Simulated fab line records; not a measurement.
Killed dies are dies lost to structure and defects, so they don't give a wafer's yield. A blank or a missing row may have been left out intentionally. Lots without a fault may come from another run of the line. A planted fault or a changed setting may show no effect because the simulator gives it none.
Problem report, 8D (eight disciplines) form, completed by code || flow berkeley cmos170 || the parts of the form that need people (team, actions taken, sign-off) are left out

== 1. PROBLEM STATEMENT ==
beam energy keV at UCB170_PWELL_IMPLANT_15 reads a mean of 61.312 on 6 wafers of 2 lots; wafers without a fault read 60.000 with a standard deviation of 0.02. Measured from the usual mean, that is +66 standard deviations.
Seen first at day 7 05:34 on implanter-03, wafer L554.4. At this step, 42 wafers from 14 lots have a number in the record. By rule, "out" or "out of limits" means more than 4 standard deviations away from the usual mean. The other wafers with a number count as sound.

== 2. WHAT IT IS AND WHAT IT IS NOT ==
{"question": "which readings at this step", "is": "beam energy keV", "is not": "dose ions cm2"}
{"question": "which lots", "is": "L553, L554", "is not": "L534, L536, L539, L540, L541, L543, L544, L545, L547, L551, L552, L555"}
{"question": "which wafers of those lots", "is": "all that have a number", "is not": "-"}
{"question": "read on which tools", "is": "implanter-03", "is not": "implanter-01, implanter-02"}
{"question": "when", "is": "from day 7 05:34", "is not": "up to then (33 sound wafers); but 3 sound wafers of L555 came after"}

== 3. SUSPECTS, AND WHAT RULES EACH OUT ==
Counting: a tool at any process step up to the reading remains a suspect when it ran all the lots that are out and ran no sound lot after the first of those.
- implanter-03 at UCB170_PWELL_IMPLANT_15: kept. All lots that are out passed through it, beginning with L554 at day 7 05:34, and no sound lot followed; its final sound lot before that point was L551 at day 6 15:31. Its own beam energy keV readings are out on those wafers.
After counting, what remains is implanter-03 at UCB170_PWELL_IMPLANT_15.

== 4. THE CAUSE (what the simulator had put in) ==
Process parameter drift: implanter-03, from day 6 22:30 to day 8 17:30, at UCB170_PWELL_IMPLANT_15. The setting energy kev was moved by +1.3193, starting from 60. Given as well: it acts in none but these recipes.
The count eliminated every tool but this one.

== 5. THE EFFECT CHAIN, in route order ==
Each row: a reading where the mean over the struck wafers with a number is more than 3 standard deviations away from the usual. Only readings whose record carries a usual standard deviation are examined. hours: median over the lots of the time between each lot's start at the first step of this table that gives one and its start at this step. sigmas: the change, counted in usual standard deviations.
{"hours": 0, "step": "UCB170_PWELL_IMPLANT_15", "reading": "beam energy keV", "usual": 60.000, "on struck wafers": 61.312, "change": "+1.312", "sigmas": "+66"}
It contains these process steps:
- UCB170_PWELL_IMPLANT_15

== 6. HOW IT WOULD HAVE BEEN CAUGHT EARLIER ==
7 hours passed between the start of the fault at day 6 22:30 and the first reading out of limits in this record, taken at day 7 05:34.
